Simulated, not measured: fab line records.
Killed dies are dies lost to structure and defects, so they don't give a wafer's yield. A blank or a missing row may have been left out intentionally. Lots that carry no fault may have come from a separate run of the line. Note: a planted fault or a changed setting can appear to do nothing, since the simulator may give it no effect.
fab line records	flow ritCmos
record: lots: 6	wafers: 18	lastDay: 6
route steps=202 shown NRETRO@54 PRETRO@64 M1@202
lots with no fault: from the same line, run without faults
startH: the number of hours between the record's first day and the start of the first shown wafer of the lot	waitH: hours from the lot's prior step to this one	" the same as in the row above	L1.1+2: a single row standing in for several wafers	- no value present, or no start provided	* or withheld: withheld	< > ~ a bound
route shown NAME@n: names a module that has steps shown in the file, with the first one's number in the route	usual: the fault-free wafers' mean and standard deviation	same: alike in all rows	chamber/n: place in a boat	sites: each site's reading	_std_site: standard deviation across them	_edge_site: the outer-site mean with the inner-site mean subtracted	radiusMm: how far each site lies from the wafer's centre	mask NAME#n: copy n	behind: tool/chamber where the wafer was last shaped	hold: the reason the lot was held/the length of the hold in hours/how it ended	device: which transistor (n, p or np) failed to switch	end of line: at the end of the route, the tests of the same wafers	a step given without rows: its recipe and nothing more	killed: at the first sort, the dies lost to defects and structure; wafer yield is something else	map: a wafer's dies, x killed, . not, _ none there
set.NAME: the setting as run; set.NAME@STEP: as run at that earlier step	model.NAME: the simulator's own value behind a step, which no gauge read
certain route steps with their lots: each step a table, each wafer a row
services: from which hour (startH, from the record's first day; less than 0 if before it) a tool's chamber was out of use, for how many hours, and why
== steps ==
step: RIT_NRETRO_COAT_01
recipe: resist: NOVOLAK	spinRpm: 2000	resistThkNm: 1300
step: RIT_NRETRO_SOFTBAKE_02
recipe: resist: NOVOLAK	tempC: 90	timeS: 60
step: RIT_NRETRO_EXPOSE_03
recipe: maskId: M4	na: 0.57	targetCdNm: 43900	doseMj: 250
step: RIT_NRETRO_PEB_04
recipe: resist: NOVOLAK	tempC: withheld	timeS: withheld
step: RIT_NRETRO_DEVELOP_05
recipe: resist: NOVOLAK	developTimeS: 68.87	devTempC: 23
step: RIT_NRETRO_OVL_MEAS_06
usual: NRETRO_OVL: -0.2/1.4
lot.wafer	tool	chamber	startH	waitH	NRETRO_OVL[nm]
L214.2	overlay-02	-	33.12	-	-0.5
L214.3	"	-	"	"	0.4
L214.4	"	-	"	"	-0.6
L217.3	overlay-01	-	48.40	-	-0.4
L217.4	"	-	"	"	0.9
L217.6	"	-	"	"	1.6
L220.1	overlay-01	-	68.20	-	1.0
L220.2	"	-	"	"	0.7
L220.6	"	-	"	"	1.0
L223.1	overlay-01	-	83.04	-	1.6
L223.3	"	-	"	"	0.9
L223.6	"	-	"	"	1.2
L225.4	overlay-01	-	91.09	-	-1.0
L225.5	"	-	"	"	-1.1
L225.6	"	-	"	"	-0.7
L232.3	overlay-02	-	121.69	-	0.1
L232.4	"	-	"	"	1.1
L232.5	"	-	"	"	1.5
step: RIT_NRETRO_HARDBAKE_07
recipe: resist: NOVOLAK	tempC: 140	timeS: 120
step: RIT_NRETRO_IMPLANT_08
recipe: species: P	energyKev: 70	doseCm2: 9.91e+12	tiltDeg: 7
step: RIT_NRETRO_STRIP_09
recipe: chemistry: O2	timeS: 180	resist: NOVOLAK	platenTempC: withheld	powerW: 500	pressureMtorr: 4000	o2FlowSccm: 4000
usual: drypumpMotorCurrentA: 6.1/0.36	o2FlowSccm: 4001/14
lot.wafer	tool	chamber	startH	waitH	drypumpMotorCurrentA	o2FlowSccm	rfHoursCounterH
L214.2	plasmaAsher-04	1	33.55	0.1	6.3	3996	20
L214.3	"	0	"	"	6.6	3988	-
L214.4	"	1	"	"	6.3	4004	-
L217.3	plasmaAsher-03	0	48.94	0.1	5.8	4004	-
L217.4	"	1	"	"	5.8	4006	-
L217.6	"	1	"	"	5.8	4024	-
L220.1	plasmaAsher-03	0	68.63	0.1	5.8	4018	42
L220.2	"	1	"	"	5.7	4003	42
L220.6	"	1	"	"	5.7	4016	-
L223.1	plasmaAsher-03	1	83.48	0.1	5.8	3999	44
L223.3	"	0	"	"	5.8	3996	-
L223.6	"	0	"	"	5.8	4025	-
L225.4	plasmaAsher-04	1	91.57	0.1	6.3	3977	-
L225.5	"	1	"	"	6.3	3992	-
L225.6	"	0	"	"	6.6	4014	-
L232.3	plasmaAsher-04	1	122.17	0.1	6.3	4007	-
L232.4	"	0	"	"	6.7	4019	-
L232.5	"	0	"	"	6.7	4010	-
step: RIT_NRETRO_TW_MEAS_10
usual: NRETRO_TW: 1041/4.9
lot.wafer	tool	chamber	startH	waitH	NRETRO_TW
L214.2	filmMetro-01	-	33.73	0.1	1035
L214.3	"	-	"	"	1044
L214.4	"	-	"	"	1036
L217.3	filmMetro-01	-	49.08	0.1	1039
L217.4	"	-	"	"	1039
L217.6	"	-	"	"	1035
L220.1	filmMetro-03	-	68.93	0.2	1041
L220.2	"	-	"	"	1035
L220.6	"	-	"	"	1043
L223.1	filmMetro-01	-	83.65	0.1	1054
L223.3	"	-	"	"	1043
L223.6	"	-	"	"	1055
L225.4	filmMetro-01	-	91.72	0.1	1051
L225.5	"	-	"	"	1052
L225.6	"	-	"	"	1049
L232.3	filmMetro-04	-	122.30	0.1	1040
L232.4	"	-	"	"	1045
L232.5	"	-	"	"	1039
step: RIT_PRETRO_HMDS_00
recipe: primeTimeS: 60	primeTempC: 140
step: RIT_PRETRO_COAT_01
recipe: resist: NOVOLAK	spinRpm: 2000	resistThkNm: 1300
step: RIT_PRETRO_SOFTBAKE_02
recipe: resist: NOVOLAK	tempC: 90	timeS: 60
usual: heaterPowerTotalW: 34.57/0.049	plateTempC: 90.00/0.11
lot.wafer	tool	chamber	startH	waitH	heaterPowerTotalW	plateTempC
L214.2	lithoTrack-02	0	34.11	0.1	34.58	90.05
L214.3	"	0	"	"	34.58	90.06
L214.4	"	0	"	"	34.54	89.92
L217.3	lithoTrack-02	0	49.47	0.1	34.63	89.92
L217.4	"	0	"	"	34.50	90.10
L217.6	"	0	"	"	34.56	90.18
L220.1	lithoTrack-02	0	69.29	0.1	34.88	90.77
L220.2	"	0	"	"	34.91	90.50
L220.6	"	0	"	"	34.81	90.77
L223.1	lithoTrack-03	0	84.01	0.1	34.52	89.91
L223.3	"	0	"	"	34.63	89.88
L223.6	"	0	"	"	34.59	89.97
L225.4	lithoTrack-02	0	92.12	0.1	34.93	90.74
L225.5	"	0	"	"	34.92	90.65
L225.6	"	0	"	"	34.89	90.77
L232.3	lithoTrack-03	0	122.69	0.1	34.56	89.97
L232.4	"	0	"	"	34.52	89.94
L232.5	"	0	"	"	34.53	90.00
step: RIT_PRETRO_EXPOSE_03
recipe: maskId: M5	na: 0.57	targetCdNm: 43700	doseMj: 250
step: RIT_M1_PROBE_99
usual: killedAtFrontEnd: 7.5/2.8	killedDies: 7.6/2.9	killedOpen: 3.7/2	killedShort: 3.8/2
same: grossDies: 264	killed_at_M0_to_M3: 0	killed_at_M4_up: 0	killedAtBackSide: 0	killedAtContacts: 0	killedAtOther: 0
lot.wafer	tool	chamber	startH	waitH	killedAtFrontEnd	killedDies	killedOpen	killedShort
L214.2	prober-01	-	64.54	0.1	3	3	1	2
L214.3	prober-01	-	64.59	0.2	8	8	6	2
L214.4	prober-01	-	64.64	0.2	5	5	1	4
L217.3	prober-02	-	86.00	0.2	6	6	4	2
L217.4	prober-02	-	86.05	0.2	9	9	3	5
L217.6	prober-02	-	86.15	0.2	7	7	1	6
L220.1	prober-01	-	100.85	0.1	3	3	1	2
L220.2	prober-01	-	100.90	0.1	7	7	0	7
L220.6	prober-01	-	101.10	0.2	7	7	4	3
L223.1	prober-02	-	115.30	0.1	11	11	6	5
L223.3	prober-02	-	115.40	0.2	10	10	5	5
L223.6	prober-02	-	115.55	0.2	13	13	5	8
L225.4	prober-01	-	122.75	0.2	9	9	4	5
L225.5	prober-01	-	122.80	0.2	8	8	0	8
L225.6	prober-01	-	122.85	0.2	3	3	2	1
L232.3	prober-02	-	151.56	0.2	12	12	7	5
L232.4	prober-02	-	151.61	0.2	9	9	5	4
L232.5	prober-02	-	151.66	0.2	10	10	4	6
killed by level:class
L214.2 GATE:geometricParticle:short=2 REOX:geometricParticle:open=1
L214.3 GATE:geometricParticle:open=4 SPACER:geometricParticle:short=1 REOX:geometricParticle:short=1 REOX:geometricParticle:open=1 SILICIDE:geometricParticle:open=1
L214.4 GATE:geometricParticle:short=2 ACTIVE:geometricParticle:short=1 GATE:geometricParticle:open=1 SPACER:geometricParticle:short=1
L217.3 GATE:geometricParticle:open=2 SILICIDE:geometricParticle:open=2 FOX2:geometricParticle:short=1 REOX:geometricParticle:short=1
L217.4 GATE:geometricParticle:open=2 GATE:geometricParticle:short=2 FOX1:geometricParticle:short=1 REOX:geometricParticle:open=1 REOX:geometricParticle:short=1 SPACER:geometricParticle:short=1 NSD:coatMicrobubblePrinted=1
L217.6 GATE:geometricParticle:short=3 REOX:geometricParticle:short=2 FOX1:geometricParticle:short=1 GATE:geometricParticle:open=1
L220.1 FOX1:geometricParticle:open=1 GATE:geometricParticle:short=1 REOX:geometricParticle:short=1
L220.2 GATE:geometricParticle:short=3 FOX1:geometricParticle:short=2 SPACER:geometricParticle:short=1 SILICIDE:geometricParticle:short=1
L220.6 GATE:geometricParticle:open=3 FOX1:geometricParticle:open=1 FOX1:geometricParticle:short=1 GATE:geometricParticle:short=1 REOX:geometricParticle:short=1
L223.1 REOX:geometricParticle:open=4 GATE:geometricParticle:short=2 ACTIVE:geometricParticle:short=1 GATE:geometricParticle:open=1 REOX:geometricParticle:short=1 SPACER:geometricParticle:open=1 SILICIDE:geometricParticle:short=1
L223.3 REOX:geometricParticle:short=2 SILICIDE:geometricParticle:open=2 FOX1:geometricParticle:open=1 FOX2:geometricParticle:short=1 REOX:geometricParticle:open=1 SPACER:geometricParticle:open=1 SPACER:geometricParticle:short=1 SILICIDE:geometricParticle:short=1
L223.6 GATE:geometricParticle:short=4 REOX:geometricParticle:open=2 SILICIDE:geometricParticle:open=2 SILICIDE:geometricParticle:short=2 FOX2:geometricParticle:short=1 REOX:geometricParticle:short=1 SPACER:geometricParticle:open=1
L225.4 GATE:geometricParticle:short=4 SPACER:geometricParticle:open=2 GATE:geometricParticle:open=1 SPACER:geometricParticle:short=1 SILICIDE:geometricParticle:open=1
L225.5 FOX2:geometricParticle:short=3 GATE:geometricParticle:short=2 FOX1:geometricParticle:short=1 REOX:geometricParticle:short=1 SPACER:geometricParticle:short=1
L225.6 FOX1:geometricParticle:short=1 REOX:geometricParticle:open=1 SPACER:geometricParticle:open=1
L232.3 FOX1:geometricParticle:open=2 GATE:geometricParticle:open=2 SPACER:geometricParticle:open=2 SILICIDE:geometricParticle:short=2 FOX2:geometricParticle:short=1 GATE:geometricParticle:short=1 REOX:geometricParticle:open=1 SPACER:geometricParticle:short=1
L232.4 GATE:geometricParticle:open=2 GATE:geometricParticle:short=2 REOX:geometricParticle:open=2 FOX2:geometricParticle:short=1 REOX:geometricParticle:short=1 SILICIDE:geometricParticle:open=1
L232.5 GATE:geometricParticle:open=3 FOX2:geometricParticle:short=2 SPACER:geometricParticle:short=2 FOX1:geometricParticle:open=1 FOX1:geometricParticle:short=1 SILICIDE:geometricParticle:short=1
== services ==
tool	chamber	startH	hours	kind
plasmaAsher-03	-	110.39	7.6	repair
== key ==
firstSign: step: RIT_PRETRO_SOFTBAKE_02	reading: heaterPowerTotalW	direction: up	sigmas: 6.5	usual: 34.57	struck: 34.89
effect: step: RIT_PRETRO_SOFTBAKE_02	reading: plateTempC	direction: up	sigmas: 6.5	usual: *	struck: *
metAt RIT_PRETRO_SOFTBAKE_02
struckWafers L220.1,L220.2,L220.6,L225.4,L225.5,L225.6
testerLeftOut L220,L225
onsetBetween 49.47 69.29
fault: kind: processParameterDrift	tool: lithoTrack-02	chamber: -	onsetH: 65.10	steps: RIT_PRETRO_SOFTBAKE_02	channel: tempC	offset: *	shape: step	endH: 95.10	actsIn: *	stated: *
testerLeftOut: of these lots the tester's yield and bins aren't shown, on N5 and GAA mostly nor the transistor test; their killed dies are dies lost to structure and defects alone, not to doping, threshold or leakage, so they don't give the yield
